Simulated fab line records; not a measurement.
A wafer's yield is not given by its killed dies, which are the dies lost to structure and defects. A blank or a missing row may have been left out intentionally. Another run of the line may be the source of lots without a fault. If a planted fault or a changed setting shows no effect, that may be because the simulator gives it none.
Split-lot study | flow berkeley_cmos170 | 15 wafers read from 5 lots, route of 331 steps

== THE SPLIT ==
At UCB170_M1_METAL_ETCH_12 (etches Al in Cl2/BCl3, stops on PSG, target depth 780 nm, time 130 s), the setting icp_w was moved away from the recipe's 600 W on 3 of the 15 wafers read, by -10.4% to +11.5%. The other wafers ran this setting at the recipe's value.

Reading taken at the split's own step.

== THE READING ==
KrF_of_M1_COAT_04.thk_nm (the simulator's own value, which no gauge read), in nm, at UCB170_M1_METAL_ETCH_12 (etches Al in Cl2/BCl3, stops on PSG, target depth 780 nm, time 130 s). No usual value for it is given in the file. Across the 12 wafers here that went through the recipe, the average is 434.0 nm and the standard deviation 12 nm.

wafer  | tool, chamber at the split | icp_w as run, W | against the recipe | KrF_of_M1_COAT_04.thk_nm, nm | against lot-mates on the recipe
L077.2 | rie_metal-03, 1            | 600             | recipe             | 443.3                        | -
L077.4 | rie_metal-03, 0            | 600             | recipe             | 436.9                        | -
L076.2 | rie_metal-01, 0            | 600             | recipe             | 416.2                        | -
L076.5 | rie_metal-01, 0            | 537.8           | -10.4%             | 463.8                        | +48.9
L076.6 | rie_metal-01, 0            | 600             | recipe             | 413.5                        | -
L078.2 | rie_metal-01, 1            | 600             | recipe             | 425.8                        | -
L078.3 | rie_metal-01, 0            | 669.3           | +11.5%             | 370.8                        | -55.2
L078.4 | rie_metal-01, 1            | 600             | recipe             | 431.1                        | -
L078.5 | rie_metal-01, 0            | 600             | recipe             | 421.2                        | -
L078.6 | rie_metal-01, 1            | 669.3           | +11.5%             | 383.9                        | -42.1
L081.3 | rie_metal-03, 1            | 600             | recipe             | 450.3                        | -
L081.4 | rie_metal-03, 0            | 600             | recipe             | 447.4                        | -
L084.3 | rie_metal-03, 0            | 600             | recipe             | 439.9                        | -
L084.5 | rie_metal-03, 1            | 600             | recipe             | 440.8                        | -
L084.6 | rie_metal-03, 0            | 600             | recipe             | 442.1                        | -

THE FIT
A straight line over all 15 wafers: KrF_of_M1_COAT_04.thk_nm changes by -4.26 nm for each +1% of icp_w; r = -0.88; the points scatter about the line by 12 nm.
The same after taking each lot's own level away (the mean of its wafers on the recipe; 15 wafers): -4.38 nm for each +1%; r = -0.99; scatter 3.7 nm.
On that fit, the largest move of icp_w shifts the reading by 51 nm.
Across the lots, their own levels run from 414.85 to 448.85 nm, a range of 2.9 times the standard deviation given above.
So the lot-to-lot level changes the slope little: the two slopes agree.
Check: for one of the wafers moved furthest among these (+11.5%), held out of the fit, the line's prediction against its lot-mates is -46.9 nm. It came out at -55.2 nm against them.
Tool readings at the split's step, against how far the setting was moved: oes_product_au r = +0.57.

== OTHER SPLITS ON THESE WAFERS ==
Note: prior to the reading, these wafers also went through further splits. Each is held against what the fit with the lots' levels taken away leaves over:
other split on the same wafers   | wafers away from the commonest value | r with KrF_of_M1_COAT_04.thk_nm (lot level and that fit taken away)
UCB170_CONTACT_PEB_13 peb_temp_c | 4                                    | +0.41
UCB170_M1_SPUTTER_00 power_w     | 3                                    | +0.10

== THE FILE'S OWN FIT ==
KrF_of_M1_COAT_04.thk_nm changes by -4.37 nm for each +1% of icp_w, r = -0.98.
